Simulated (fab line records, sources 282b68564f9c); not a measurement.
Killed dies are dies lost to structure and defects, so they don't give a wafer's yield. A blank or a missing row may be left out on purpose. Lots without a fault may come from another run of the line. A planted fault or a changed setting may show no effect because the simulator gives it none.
A struck lot beside a sound one | flow rit_cmos | 15 steps out of a route of 202
Sound: wafers L658.1, L658.3, L658.5. Struck: wafer L669.3. (L669.1, L669.4 of the same lot were not struck and are left out.) The cause comes at the end.
At each step with rows: each side's tool, then ch and its chambers, then its first start. Under that, the readings that differ: sound wafers | struck wafers | difference of the means | sigmas: that difference in standard deviations of wafers without a fault.
alike: readings whose means differ by less than 2 such deviations, and words and numbers that are the same on both sides. not compared: withheld readings, readings that some wafer has no value for, bounds like >300 that may hide the same value, and numbers for which the record gives no deviation and whose values overlap.
The two part at a step that has a row with sigmas, a row that says differs or no value, or rows on one side only. Numbers that don't overlap but have no deviation are shown without sigmas and don't part them. A reading that every wafer of one side lacks parts them only if that side has two wafers or more.

RIT_SILICIDE_RTA_06: time 10 s, ramp up 5 s, ramp down 10 s.
  sound on rtp_anneal-02 ch 0, day 3 18:44; struck on rtp_anneal-01 ch 0, day 6 00:41
  alike: anneal_temp_c_max, wafer_temp_C_max
RIT_CONTACT_CVD_00: deposits SiO2 from TEOS, target thk 400 nm, time 61 s.
  sound on pecvd-01 ch 0,1,2, day 3 18:47; struck on pecvd-02 ch 2, day 6 00:46
  alike: heater_power_w, susceptor_temp_C
RIT_CONTACT_THK_MEAS_01:
  sound on film_metro-01, day 3 18:50; struck on film_metro-01, day 6 00:49
  reading               | sound       | struck | difference | sigmas
  CONTACT_TEOS_THK (nm) | 400 394 407 | 386    | -14        | -3
then, 6 steps without rows for these wafers: RIT_CONTACT_HMDS_02 (prime time 60 s); RIT_CONTACT_COAT_03 (resist thk 1000 nm); RIT_CONTACT_SOFTBAKE_04 (time 60 s); RIT_CONTACT_EXPOSE_05 (exposes mask M11, target cd 1000 nm); RIT_CONTACT_PEB_06; RIT_CONTACT_DEVELOP_07 (develop time 120 s).
RIT_CONTACT_CD_MEAS_08: target cd 1000 nm.
  sound on cd_sem-02, day 3 19:59; struck on cd_sem-02, day 6 01:58
  alike: cd_nm
RIT_CONTACT_OVL_MEAS_09:
  sound on overlay-02, day 3 20:07; struck on overlay-01, day 6 02:05
  reading          | sound        | struck | difference | sigmas
  CONTACT_OVL (nm) | 0.2 0.3 -0.4 | 3.2    | +3.2       | +3
then, 1 step without rows for these wafers: RIT_CONTACT_HARDBAKE_10 (time 60 s).
RIT_CONTACT_ETCH_11: etches SiO2 in CHF3/CF4/Ar, stops on TiSi2, target depth 480 nm, time 320 s.
  sound on rie_diel-02 ch 0,1,2, day 3 20:18; struck on rie_diel-01 ch 3, day 6 02:16
  reading                                      | sound             | struck | difference | sigmas
  cf4_flow_sccm (sccm)                         | 10.07 10.07 9.96  | 9.96   | -0.07      | -2
  oes_product_au (a.u.)                        | 0.969 0.972 0.984 | 1.008  | +0.033     | +2
  run_length_s (s)                             | 348.4 348.5 347.6 | 406.4  | +58.2      | +99 or more
  model.NOVOLAK_of_CONTACT_COAT_03.thk_nm (nm) | 764.4 764.3 764.3 | 744.1  | -20.2      |
  alike: drypump_motor_current_A, throttle_valve_pct
  not compared: rf_hours_counter_h
RIT_CONTACT_STRIP_12: strips in O2, time 180 s.
  sound on plasma_asher-04 ch 0,1, day 3 20:30; struck on plasma_asher-03 ch 1, day 6 02:28
  reading                     | sound       | struck | difference | sigmas
  drypump_motor_current_A (A) | 6.5 6.5 5.5 | 5.4    | -0.8       | -2
  not compared: rf_hours_counter_h
RIT_M1_PROBE_99:
  sound on prober-01, day 4 01:09; struck on prober-01, day 6 08:54
  alike: killed_at_M0_to_M3, killed_at_contacts, killed_at_front_end, killed_dies, killed_open, killed_short

WHERE THEY PART
First at RIT_CONTACT_THK_MEAS_01; last, within this record, at RIT_CONTACT_STRIP_12. Later steps at which nothing parts them and some readings are alike: RIT_M1_PROBE_99.

WHY: what the simulator had put in
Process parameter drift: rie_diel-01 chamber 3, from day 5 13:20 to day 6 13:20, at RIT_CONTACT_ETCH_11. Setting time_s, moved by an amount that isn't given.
